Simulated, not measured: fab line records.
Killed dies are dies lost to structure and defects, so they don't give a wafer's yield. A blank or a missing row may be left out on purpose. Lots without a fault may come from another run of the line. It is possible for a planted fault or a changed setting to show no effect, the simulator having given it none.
What tool caused it? / flow berkeley-cmos170 / 36 wafers from 12 lots sampled at 5 of the route's 331 steps

== WHAT THE GAUGES READ, wafer by wafer ==
UCB170_GATE_THK_MEAS_05. Usual: GATE_POLY_THK 213.9 nm, standard deviation 2.
lot=L253; measured=day 6 11:52; on=film-metro-02; GATE_POLY_THK (nm)=215.2 214.2 214.3; flag=
lot=L254; measured=day 6 11:56; on=film-metro-01; GATE_POLY_THK (nm)=215.2 218.1 217.1; flag=
lot=L255; measured=day 6 11:53; on=film-metro-04; GATE_POLY_THK (nm)=213.4 214.4 212.8; flag=
lot=L256; measured=day 6 11:52; on=film-metro-01; GATE_POLY_THK (nm)=214.7 213.7 213.6; flag=
lot=L257; measured=day 7 09:31; on=film-metro-02; GATE_POLY_THK (nm)=260.9 261.5 260.8 260.8 261.6 261.1; flag=OFF
lot=L258; measured=day 7 09:29; on=film-metro-01; GATE_POLY_THK (nm)=263.1 261.0 262.2 263.5 260.9 262.0; flag=OFF
lot=L270; measured=day 9 13:19; on=film-metro-04; GATE_POLY_THK (nm)=214.3 215.8 214.8; flag=
lot=L271; measured=day 9 13:20; on=film-metro-02; GATE_POLY_THK (nm)=211.6 212.0 212.7; flag=
lot=L272; measured=day 9 13:19; on=film-metro-01; GATE_POLY_THK (nm)=214.2 211.9 213.3; flag=
lot=L274; measured=day 10 15:06; on=film-metro-04; GATE_POLY_THK (nm)=216.4 213.9 212.8; flag=
lot=L275; measured=day 10 15:05; on=film-metro-02; GATE_POLY_THK (nm)=216.9 216.9 215.4; flag=
lot=L276; measured=day 11 06:36; on=film-metro-01; GATE_POLY_THK (nm)=214.6 215.7 214.7; flag=

UCB170_NLDD_CD_MEAS_06 targets a cd of 1200 nm. Usual: 1199.8 nm for cd-nm, sd 1.3.
lot=L253; measured=day 6 16:49; on=cd-sem-01; cd-nm (nm)=1198.8 1199.7 1198.6; flag=
lot=L254; measured=day 6 17:28; on=cd-sem-02; cd-nm (nm)=1202.6 1202.0 1200.6; flag=
lot=L255; measured=day 6 17:08; on=cd-sem-02; cd-nm (nm)=1197.4 1197.6 1198.7; flag=
lot=L256; measured=day 6 16:34; on=cd-sem-02; cd-nm (nm)=1198.6 1198.3 1198.0; flag=
lot=L257; measured=day 7 21:26; on=cd-sem-01; cd-nm (nm)=1198.0 1199.9 1199.4; flag=
lot=L258; measured=day 8 22:58; on=cd-sem-02; cd-nm (nm)=1198.8 1199.7 1199.0; flag=
lot=L270; measured=day 9 19:27; on=cd-sem-01; cd-nm (nm)=1198.8 1198.2 1197.9; flag=
lot=L271; measured=day 9 19:11; on=cd-sem-02; cd-nm (nm)=1198.9 1200.6 1197.7; flag=
lot=L272; measured=day 9 18:36; on=cd-sem-01; cd-nm (nm)=1199.6 1198.0 1199.1; flag=
lot=L274; measured=day 10 23:37; on=cd-sem-01; cd-nm (nm)=1200.9 1200.9 1199.4; flag=
lot=L275; measured=day 10 23:59; on=cd-sem-01; cd-nm (nm)=1200.8 1201.8 1201.2; flag=
lot=L276; measured=day 11 11:35; on=cd-sem-01; cd-nm (nm)=1200.0 1199.1 1198.6; flag=

UCB170_PSD_OVL_MEAS_07. Usual: PSD_OVL -1 nm, standard deviation 5.5.
lot=L253; measured=day 6 23:49; on=overlay-02; PSD_OVL (nm)=0 -1 2; flag=
lot=L254; measured=day 7 00:16; on=overlay-02; PSD_OVL (nm)=-3 -9 -9; flag=
lot=L255; measured=day 7 00:00; on=overlay-02; PSD_OVL (nm)=6 -2 1; flag=
lot=L256; measured=day 6 23:33; on=overlay-01; PSD_OVL (nm)=-9 -11 -9; flag=
lot=L257; measured=day 8 02:29; on=overlay-01; PSD_OVL (nm)=1 -3 -10; flag=
lot=L258; measured=day 9 03:41; on=overlay-01; PSD_OVL (nm)=-6 0 -1; flag=
lot=L270; measured=day 10 01:53; on=overlay-02; PSD_OVL (nm)=-9 -5 -11; flag=
lot=L271; measured=day 10 02:35; on=overlay-01; PSD_OVL (nm)=-1 -4 3; flag=
lot=L272; measured=day 10 01:36; on=overlay-01; PSD_OVL (nm)=0 -2 -6; flag=
lot=L274; measured=day 11 05:46; on=overlay-01; PSD_OVL (nm)=12 8 2; flag=
lot=L275; measured=day 11 06:04; on=overlay-01; PSD_OVL (nm)=-5 -1 -6; flag=
lot=L276; measured=day 11 18:25; on=overlay-01; PSD_OVL (nm)=1 -7 -6; flag=

== TOOL THAT RAN EACH LOT (tool first, then ch and the chambers of the sampled wafers, then the start) ==
lot=L253; UCB170_GATE_CVD_04=lpcvd-02 ch 1, day 6 10:28; UCB170_GATE_ETCH_15=rie-si-01 ch 0,1, day 6 13:14
lot=L254; UCB170_GATE_CVD_04=lpcvd-02 ch 0, day 6 10:28; UCB170_GATE_ETCH_15=rie-si-01 ch 1,3, day 6 13:34
lot=L255; UCB170_GATE_CVD_04=lpcvd-02 ch 0, day 6 10:28; UCB170_GATE_ETCH_15=rie-si-02 ch 0,3, day 6 13:21
lot=L256; UCB170_GATE_CVD_04=lpcvd-02 ch 1, day 6 10:28; UCB170_GATE_ETCH_15=rie-si-02 ch 1,2,3, day 6 12:58
lot=L257; UCB170_GATE_CVD_04=lpcvd-02 ch 0, day 7 08:05; UCB170_GATE_ETCH_15=rie-si-01 ch 0,1,2, day 7 16:22
lot=L258; UCB170_GATE_CVD_04=lpcvd-02 ch 1, day 7 08:05; UCB170_GATE_ETCH_15=rie-si-02 ch 1,2,3, day 7 16:22
lot=L270; UCB170_GATE_CVD_04=lpcvd-01 ch 0, day 9 11:55; UCB170_GATE_ETCH_15=rie-si-01 ch 1,2, day 9 14:53
lot=L271; UCB170_GATE_CVD_04=lpcvd-01 ch 0, day 9 11:55; UCB170_GATE_ETCH_15=rie-si-02 ch 0,1,3, day 9 14:39
lot=L272; UCB170_GATE_CVD_04=lpcvd-01 ch 1, day 9 11:55; UCB170_GATE_ETCH_15=rie-si-01 ch 0,2,3, day 9 14:25
lot=L274; UCB170_GATE_CVD_04=lpcvd-01 ch 0, day 10 13:41; UCB170_GATE_ETCH_15=rie-si-01 ch 1,2, day 10 17:31
lot=L275; UCB170_GATE_CVD_04=lpcvd-01 ch 0, day 10 13:41; UCB170_GATE_ETCH_15=rie-si-02 ch 1,3, day 10 17:47
lot=L276; UCB170_GATE_CVD_04=lpcvd-01 ch 1, day 11 04:29; UCB170_GATE_ETCH_15=rie-si-02 ch 0,2,3, day 11 08:08
- UCB170_GATE_CVD_04: deposits poly-Si from SiH4, time 1440 s, target thk 214 nm.
- UCB170_GATE_ETCH_15: etches poly-Si in HBr/Cl2, stops on SiO2, time 56.3 s, target depth 278.2 nm.

== AS READ BY THE TOOLS THEMSELVES (means over the sampled wafers that have a number; for cases with no such wafer, the mark the record gives instead) ==
UCB170_GATE_CVD_04. Usual: pressure-mtorr 374.9 mTorr, standard deviation 0.66; spike-tc-source-C 629.4 C, standard deviation 1.1.
lot=L253; tool=lpcvd-02; pressure-mtorr (mTorr)=376.1; spike-tc-source-C (C)=628.8; flag=
lot=L254; tool=lpcvd-02; pressure-mtorr (mTorr)=375.2; spike-tc-source-C (C)=628.9; flag=
lot=L255; tool=lpcvd-02; pressure-mtorr (mTorr)=375.5; spike-tc-source-C (C)=629.2; flag=
lot=L256; tool=lpcvd-02; pressure-mtorr (mTorr)=374.9; spike-tc-source-C (C)=628.3; flag=
lot=L257; tool=lpcvd-02; pressure-mtorr (mTorr)=562.3; spike-tc-source-C (C)=629.6; flag=OFF
lot=L258; tool=lpcvd-02; pressure-mtorr (mTorr)=562.8; spike-tc-source-C (C)=629.7; flag=OFF
lot=L270; tool=lpcvd-01; pressure-mtorr (mTorr)=375.2; spike-tc-source-C (C)=629.0; flag=
lot=L271; tool=lpcvd-01; pressure-mtorr (mTorr)=374.8; spike-tc-source-C (C)=629.5; flag=
lot=L272; tool=lpcvd-01; pressure-mtorr (mTorr)=374.8; spike-tc-source-C (C)=629.6; flag=
lot=L274; tool=lpcvd-01; pressure-mtorr (mTorr)=375.3; spike-tc-source-C (C)=630.2; flag=
lot=L275; tool=lpcvd-01; pressure-mtorr (mTorr)=375.0; spike-tc-source-C (C)=629.0; flag=
lot=L276; tool=lpcvd-01; pressure-mtorr (mTorr)=374.4; spike-tc-source-C (C)=628.4; flag=

UCB170_GATE_ETCH_15. Usual: HBr_flow_sccm 150.0 sccm, standard deviation 0.52; drypump-motor-current-A 5.8 A, standard deviation 0.43; oes-product-au 0.827 a.u., standard deviation 0.015; rf-fwd-power-W 297.6 W, standard deviation 1.1; throttle-valve-pct 26.47 %, standard deviation 0.2.
lot=L253; tool=rie-si-01; HBr_flow_sccm (sccm)=150.0; drypump-motor-current-A (A)=5.7; oes-product-au (a.u.)=0.842; rf-fwd-power-W (W)=297.4; throttle-valve-pct (%)=26.54; flag=
lot=L254; tool=rie-si-01; HBr_flow_sccm (sccm)=149.8; drypump-motor-current-A (A)=5.6; oes-product-au (a.u.)=0.849; rf-fwd-power-W (W)=296.2; throttle-valve-pct (%)=26.53; flag=
lot=L255; tool=rie-si-02; HBr_flow_sccm (sccm)=150.1; drypump-motor-current-A (A)=6.2; oes-product-au (a.u.)=0.809; rf-fwd-power-W (W)=297.5; throttle-valve-pct (%)=26.24; flag=
lot=L256; tool=rie-si-02; HBr_flow_sccm (sccm)=150.0; drypump-motor-current-A (A)=5.9; oes-product-au (a.u.)=0.837; rf-fwd-power-W (W)=298.3; throttle-valve-pct (%)=26.45; flag=
lot=L257; tool=rie-si-01; HBr_flow_sccm (sccm)=149.6; drypump-motor-current-A (A)=5.5; oes-product-au (a.u.)=0.956; rf-fwd-power-W (W)=297.5; throttle-valve-pct (%)=26.61; flag=OFF
lot=L258; tool=rie-si-02; HBr_flow_sccm (sccm)=151.1; drypump-motor-current-A (A)=5.9; oes-product-au (a.u.)=0.958; rf-fwd-power-W (W)=297.6; throttle-valve-pct (%)=26.45; flag=OFF
lot=L270; tool=rie-si-01; HBr_flow_sccm (sccm)=149.8; drypump-motor-current-A (A)=5.4; oes-product-au (a.u.)=0.835; rf-fwd-power-W (W)=297.5; throttle-valve-pct (%)=26.66; flag=
lot=L271; tool=rie-si-02; HBr_flow_sccm (sccm)=149.8; drypump-motor-current-A (A)=6.2; oes-product-au (a.u.)=0.822; rf-fwd-power-W (W)=297.1; throttle-valve-pct (%)=26.29; flag=
lot=L272; tool=rie-si-01; HBr_flow_sccm (sccm)=150.1; drypump-motor-current-A (A)=5.5; oes-product-au (a.u.)=0.824; rf-fwd-power-W (W)=297.6; throttle-valve-pct (%)=26.54; flag=
lot=L274; tool=rie-si-01; HBr_flow_sccm (sccm)=149.5; drypump-motor-current-A (A)=5.4; oes-product-au (a.u.)=0.831; rf-fwd-power-W (W)=298.0; throttle-valve-pct (%)=26.67; flag=
lot=L275; tool=rie-si-02; HBr_flow_sccm (sccm)=149.9; drypump-motor-current-A (A)=6.0; oes-product-au (a.u.)=0.838; rf-fwd-power-W (W)=298.1; throttle-valve-pct (%)=26.32; flag=
lot=L276; tool=rie-si-02; HBr_flow_sccm (sccm)=150.7; drypump-motor-current-A (A)=5.9; oes-product-au (a.u.)=0.819; rf-fwd-power-W (W)=298.4; throttle-valve-pct (%)=26.40; flag=

== THE ANSWER, worked out from the rows above alone ==
Rule: a lot counts as off when the mean over its wafers that have a number is more than 3 standard deviations away from the usual mean. Also off: a lot with no number at a reading for which 4 or more lots have one. Where the step has rows for the other lots, those lots are counted as sound. Order of review: gauges by route order, followed by the tools' own readings, for which a lot's mean as printed above is used. At the first step where some lot is off, the reading lying furthest off is the one used; lots without a number count as furthest.
Off: L257, L258, at UCB170_GATE_THK_MEAS_05 (GATE_POLY_THK).
If a tool, at a process step before that reading, ran all the lots that are off and no sound lot after the first of them, it fits. The gauges at UCB170_GATE_THK_MEAS_05 aren't tried: what is off there is off at UCB170_GATE_CVD_04 too, on other tools, and a gauge's error can't cause that. One fits: UCB170_GATE_CVD_04 on lpcvd-02. A fault onset in the window from L253 (day 6 10:28, its last sound lot) to L257 (day 7 08:05, its first lot off) fits.
On the lots that are off, the tool's own readings at UCB170_GATE_CVD_04 differ by more than 5 times the standard deviation of the sound lots' means, which bears it out; pressure-mtorr reads 562.5 mTorr there versus 375.1 mTorr on the sound lots.

== WHAT HAD BEEN PUT IN BY THE SIMULATOR ==
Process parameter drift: lpcvd-02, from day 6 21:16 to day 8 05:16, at UCB170_GATE_CVD_04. The setting pressure-mtorr was moved by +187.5, starting from 375. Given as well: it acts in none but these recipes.
Struck lots among those shown: L258, L257. The rule above reached the same finding.
